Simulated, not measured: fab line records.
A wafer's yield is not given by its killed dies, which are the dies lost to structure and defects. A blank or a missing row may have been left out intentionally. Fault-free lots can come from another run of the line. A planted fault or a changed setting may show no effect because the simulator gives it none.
What tool caused it? | flow rit-cmos | 14 lots, 42 wafers sampled, at 2 steps of a route of 202

WHAT EACH GAUGE READ, for each wafer
Not one reading of a measure or inspect step in the record can be checked against a usual standard deviation.

WHICH TOOL RAN EACH LOT (tool, then ch and the chambers of the sampled wafers, then the start)
lot  | RIT_M1_SPUTTER_00           | RIT_M1_PROBE_99
L197 | pvd-sputter-04, day 3 04:55 | prober-01, day 3 09:32
L198 | pvd-sputter-01, day 3 10:41 | prober-02, day 3 14:41
L199 | pvd-sputter-04, day 3 14:34 | prober-01, day 3 18:37
L201 | pvd-sputter-04, day 4 00:33 | prober-01, day 4 04:35
L203 | pvd-sputter-04, day 4 10:58 | prober-01, day 4 15:02
L206 | pvd-sputter-01, day 5 01:34 | prober-02, day 5 05:49
L210 | pvd-sputter-01, day 5 21:26 | prober-02, day 6 01:37
L212 | pvd-sputter-01, day 6 07:08 | prober-02, day 6 11:15
L214 | pvd-sputter-01, day 6 18:50 | prober-02, day 6 23:09
L215 | pvd-sputter-04, day 6 23:28 | prober-01, day 7 04:43
L217 | pvd-sputter-04, day 7 09:13 | prober-01, day 7 14:25
L218 | pvd-sputter-01, day 7 14:08 | prober-02, day 7 18:44
L219 | pvd-sputter-04, day 7 21:20 | prober-01, day 8 01:29
L220 | pvd-sputter-01, day 8 01:02 | prober-02, day 8 05:35
- RIT_M1_SPUTTER_00: material Al, target thk 400 nm, time 500 s.
- RIT_M1_PROBE_99

AS READ BY THE TOOLS THEMSELVES (means over the sampled wafers that have a number; for cases with no such wafer, the mark the record gives instead)
RIT_M1_SPUTTER_00. Usual: cathode-dc-power-W 2000.1 W, standard deviation 0.37; throttle-valve-pct 30.0 %, standard deviation 0.84.
lot  | tool           | cathode-dc-power-W (W) | throttle-valve-pct (%) | flag
L197 | pvd-sputter-04 | 2000.0                 | 29.7                   |
L198 | pvd-sputter-01 | 2000.4                 | 30.0                   |
L199 | pvd-sputter-04 | 2000.2                 | 30.2                   |
L201 | pvd-sputter-04 | 2054.8                 | 30.1                   | OFF
L203 | pvd-sputter-04 | 2054.5                 | 29.6                   | OFF
L206 | pvd-sputter-01 | 2000.2                 | 29.6                   |
L210 | pvd-sputter-01 | 2000.0                 | 30.2                   |
L212 | pvd-sputter-01 | 2000.1                 | 29.8                   |
L214 | pvd-sputter-01 | 1999.9                 | 29.8                   |
L215 | pvd-sputter-04 | 2000.2                 | 30.1                   |
L217 | pvd-sputter-04 | 2000.0                 | 29.8                   |
L218 | pvd-sputter-01 | 2000.1                 | 30.2                   |
L219 | pvd-sputter-04 | 2000.0                 | 30.2                   |
L220 | pvd-sputter-01 | 1999.9                 | 30.1                   |

RIT_M1_PROBE_99. Usual: defect-limited-yield 97.1 %, standard deviation 1.1; killed-at-contacts 0.1, standard deviation 0.26; killed-at-front-end 7.5, standard deviation 2.8; killed-dies 7.6, standard deviation 2.8; killed-open 3.9, standard deviation 2.1; killed-short 3.7, standard deviation 1.7; sort_bin_3_pad_short 0.1 %, standard deviation 0.2; sort_bin_5_function 1.7 %, standard deviation 0.85; sort_bin_6_memory 1.1 %, standard deviation 0.71; sort-n-pass 256.4, standard deviation 2.8; sort-yield-pct 97.1 %, standard deviation 1.1.
lot  | tool      | defect-limited-yield (%) | killed-at-contacts | killed-at-front-end | killed-dies | killed-open | killed-short | sort_bin_3_pad_short (%) | sort_bin_5_function (%) | sort_bin_6_memory (%) | sort-n-pass | sort-yield-pct (%) | flag
L197 | prober-01 | 97.6                     | 0.0                | 6.3                 | 6.3         | 3.3         | 3.0          | 0.3                      | 1.4                     | 0.7                   | 257.7       | 97.6               |
L198 | prober-02 | 96.5                     | 0.0                | 9.3                 | 9.3         | 3.0         | 6.3          | 0.0                      | 2.6                     | 0.9                   | 254.7       | 96.5               |
L199 | prober-01 | 97.1                     | 0.0                | 7.7                 | 7.7         | 4.0         | 3.7          | 0.3                      | 1.0                     | 1.6                   | 256.3       | 97.1               |
L201 | prober-01 | 97.5                     | 0.7                | 6.0                 | 6.7         | 2.7         | 4.0          | 0.1                      | 1.6                     | 0.8                   | 257.3       | 97.5               |
L203 | prober-01 | 97.5                     | 0.0                | 6.7                 | 6.7         | 2.7         | 3.3          | 0.1                      | 1.9                     | 0.5                   | 257.3       | 97.5               |
L206 | prober-02 | 96.2                     | 0.0                | 10.0                | 10.0        | 4.7         | 5.3          | 0.1                      | 2.9                     | 0.8                   | 254.0       | 96.2               |
L210 | prober-02 | 97.7                     | 0.3                | 5.7                 | 6.0         | 2.3         | 3.7          | 0.0                      | 1.8                     | 0.5                   | 258.0       | 97.7               |
L212 | prober-02 | 97.1                     | 0.0                | 7.7                 | 7.7         | 4.0         | 3.7          | 0.1                      | 2.2                     | 0.6                   | 256.3       | 97.1               |
L214 | prober-02 | 98.0                     | 0.0                | 5.3                 | 5.3         | 2.3         | 3.0          | 0.1                      | 1.2                     | 0.6                   | 258.7       | 98.0               |
L215 | prober-01 | 97.8                     | 0.0                | 5.7                 | 5.7         | 3.7         | 2.0          | 0.1                      | 1.4                     | 0.7                   | 258.3       | 97.8               |
L217 | prober-01 | 96.9                     | 0.0                | 8.3                 | 8.3         | 5.3         | 3.0          | 0.1                      | 1.6                     | 1.4                   | 255.7       | 96.9               |
L218 | prober-02 | 97.5                     | 0.0                | 6.7                 | 6.7         | 3.0         | 3.3          | 0.1                      | 1.4                     | 1.0                   | 257.3       | 97.5               |
L219 | prober-01 | 96.9                     | 0.0                | 8.3                 | 8.3         | 4.7         | 2.7          | 0.0                      | 2.5                     | 0.6                   | 255.7       | 96.9               |
L220 | prober-02 | 96.6                     | 0.0                | 9.0                 | 9.0         | 4.3         | 4.7          | 0.3                      | 1.7                     | 1.5                   | 255.0       | 96.6               |

THE ANSWER, worked out from the rows above alone
Rule: lot off if the mean of its wafers having a number is beyond 3 standard deviations from the usual mean. Also off: a lot with no number at a reading for which 4 or more lots have one. Where the step has rows for the other lots, those lots are counted as sound. Order of review: gauges by route order, followed by the tools' own readings, for which a lot's mean as printed above is used. At the first step where some lot is off, the reading lying furthest off is the one used; lots without a number count as furthest.
Off: L201, L203 (RIT_M1_SPUTTER_00, cathode-dc-power-W).
A tool fits if, at that step or a process step before it, it ran every lot that is off, and no sound lot after the first of them. Of those tried, none fits.

WHAT THE SIMULATOR HAD INSERTED
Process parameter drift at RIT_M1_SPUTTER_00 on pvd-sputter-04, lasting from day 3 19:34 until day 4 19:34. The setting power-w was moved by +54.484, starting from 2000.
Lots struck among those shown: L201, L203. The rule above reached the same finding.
